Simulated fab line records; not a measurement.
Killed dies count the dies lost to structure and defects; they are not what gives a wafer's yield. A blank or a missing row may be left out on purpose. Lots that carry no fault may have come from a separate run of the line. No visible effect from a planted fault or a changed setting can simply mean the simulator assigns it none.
Comparing a struck lot with a sound one -- flow berkeley cmos170 -- 19 steps out of a route of 331
Sound: these wafers, L874.4, L874.5, L874.6. Struck: wafers L883.1, L883.4, L883.6. The cause is named last.
Per side, at each step with rows, come the tool, then ch with its chambers, and then its first start. Under that, the readings that differ: sound wafers -- struck wafers -- difference of the means -- sigmas: that difference in standard deviations of wafers without a fault.
alike: words and numbers the same on both sides, and readings whose means are apart by under 2 such deviations; not compared: readings that were withheld, readings missing a value for some wafer, numbers with overlapping values and no deviation given by the record, and bounds like >300 which may hide the same value.
The two part at a step that has a row with sigmas, a row that says differs or no value, or rows on one side only. When numbers do not overlap yet have no deviation, they are printed without sigmas and do not part them. A reading missing from all wafers of one side parts the sides only when that side holds two or more wafers.

first, 4 steps without rows for these wafers: UCB170_PLDD_SOFTBAKE_02 (time 60 s); UCB170_PLDD_EXPOSE_03 (exposes mask PSELECT, target cd 1200 nm); UCB170_PLDD_PEB_04; UCB170_PLDD_DEVELOP_05 (develop time 45 s).
UCB170_PLDD_CD_MEAS_06 targets a cd of 1200 nm.
  sound on cd sem-01, day 8 11:28; struck on cd sem-02, day 10 18:13
  alike: cd nm
UCB170_PLDD_OVL_MEAS_07:
  sound on overlay-01, day 8 11:33; struck on overlay-02, day 10 18:20
  alike: PLDD_OVL
then, 2 steps without rows for these wafers: UCB170_PLDD_IMPLANT_08; UCB170_PLDD_IMPLANT_09.
UCB170_PLDD_STRIP_10: strips in O2.
  sound on plasma asher-03 ch 0,1, day 8 11:54; struck on plasma asher-03 ch 0,1, day 10 18:40
  alike: drypump motor current A, oes product au, strip time to endpoint s
  not compared: rf hours counter h
UCB170_PLDD_TW_MEAS_11:
  sound on film metro-03, day 8 11:59; struck on film metro-02, day 10 18:46
  alike: PLDD_TW
then, 2 steps without rows for these wafers: UCB170_PLDD_CLEAN_12 (cleans in SPM, time 600 s); UCB170_NLDD_HMDS_00 (prime time 60 s).
UCB170_NLDD_COAT_01: resist thk 900 nm.
  sound on litho track-03 ch 0, day 8 12:25; struck on litho track-03, day 10 19:09
  no value came back on the struck wafers for chill plate temp C (C), dispense pressure kPa (kPa); on the sound wafers chill plate temp C (C) reads 22.95 22.79 22.82
then, 4 steps without rows for these wafers: UCB170_NLDD_SOFTBAKE_02 (time 60 s); UCB170_NLDD_EXPOSE_03 (exposes mask NSELECT, target cd 1200 nm); UCB170_NLDD_PEB_04; UCB170_NLDD_DEVELOP_05 (develop time 45 s).
UCB170_NLDD_CD_MEAS_06 targets a cd of 1200 nm.
  sound on cd sem-02, day 8 13:14; struck on cd sem-02, day 10 19:58
reading,sound,struck,difference,sigmas
cd nm (nm),1198.5 1200.4 1200.0,- - -,no value on the struck wafers,
UCB170_NLDD_OVL_MEAS_07:
  sound on overlay-01, day 8 13:18; struck on overlay-01, day 10 20:05
reading,sound,struck,difference,sigmas
NLDD_OVL (nm),-8 -8 -7,- - -,no value on the struck wafers,

== WHERE THEY PART ==
Last at UCB170_NLDD_OVL_MEAS_07 as far as this record goes, first at UCB170_NLDD_COAT_01.

WHY: what had been put in by the simulator
At UCB170_NLDD_COAT_01, the step was skipped entirely on litho track-03 from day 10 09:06 on. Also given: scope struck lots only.
